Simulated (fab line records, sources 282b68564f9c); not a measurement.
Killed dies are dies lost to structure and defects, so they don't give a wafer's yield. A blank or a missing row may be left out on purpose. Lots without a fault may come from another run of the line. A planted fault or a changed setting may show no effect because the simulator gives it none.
One fault seen from 2 desks | flow rit_cmos | each desk has only its own numbers; what lay behind them comes last

THE METROLOGY DESK
What the gauges read, lot by lot, whatever tool the lot ran on: means of the sampled wafers that have a number. A lot is out of limits, marked OUT, if its mean lies more than 4 standard deviations from the usual mean; the brackets give that distance.
Columns: A = CONTACT_TEOS_THK at RIT_CONTACT_THK_MEAS_01, usual 403 nm; B = cd_nm at RIT_CONTACT_CD_MEAS_08, usual 999.2 nm; C = CONTACT_OVL at RIT_CONTACT_OVL_MEAS_09, usual 0.6 nm
lot  | first seen here | A   | B      | C
L421 | day 4 04:35     | 399 | 998.0  | 1.6
L426 | day 5 04:45     | 400 | 999.4  | 0.5
L431 | day 6 09:06     | 403 | 1001.8 | -0.5
L433 | day 6 20:24     | 402 | 998.1  | -1.8
L435 | day 7 08:22     | 402 | 997.4  | 1.5
L437 | day 7 20:41     | 405 | 1000.3 | -1.0
This desk's finding: nothing out of limits on any of the 6 lots.

THE TOOL OWNER'S DESK: rie_diel-01
The tool's own readings at RIT_CONTACT_ETCH_11 (etches SiO2 in CHF3/CF4/Ar, stops on TiSi2, target depth 480 nm, time 320 s): means of the sampled wafers that have a number, for each lot that ran on this tool. A lot is out of limits, marked OUT, if its mean lies more than 4 standard deviations from the usual mean; the brackets give that distance.
Columns: A = chamber_pressure_mTorr at RIT_CONTACT_ETCH_11, usual 100.00 mTorr; B = drypump_motor_current_A at RIT_CONTACT_ETCH_11, usual 5.6 A; C = oes_product_au at RIT_CONTACT_ETCH_11, usual 1.000 a.u.; D = throttle_valve_pct at RIT_CONTACT_ETCH_11, usual 8.85 %
lot  | first seen here | A      | B   | C     | D
L426 | day 5 06:18     | 100.05 | 5.5 | 0.984 | 8.83
L431 | day 6 10:34     | 100.00 | 5.5 | 0.996 | 8.89
L433 | day 6 21:52     | 99.93  | 5.9 | 0.996 | 8.84
This desk's finding: nothing out of limits on any of the 3 lots.

PUT TOGETHER
The metrology desk saw nothing out of limits.
The tool owner's desk saw nothing out of limits.

WHAT THE SIMULATOR HAD PUT IN
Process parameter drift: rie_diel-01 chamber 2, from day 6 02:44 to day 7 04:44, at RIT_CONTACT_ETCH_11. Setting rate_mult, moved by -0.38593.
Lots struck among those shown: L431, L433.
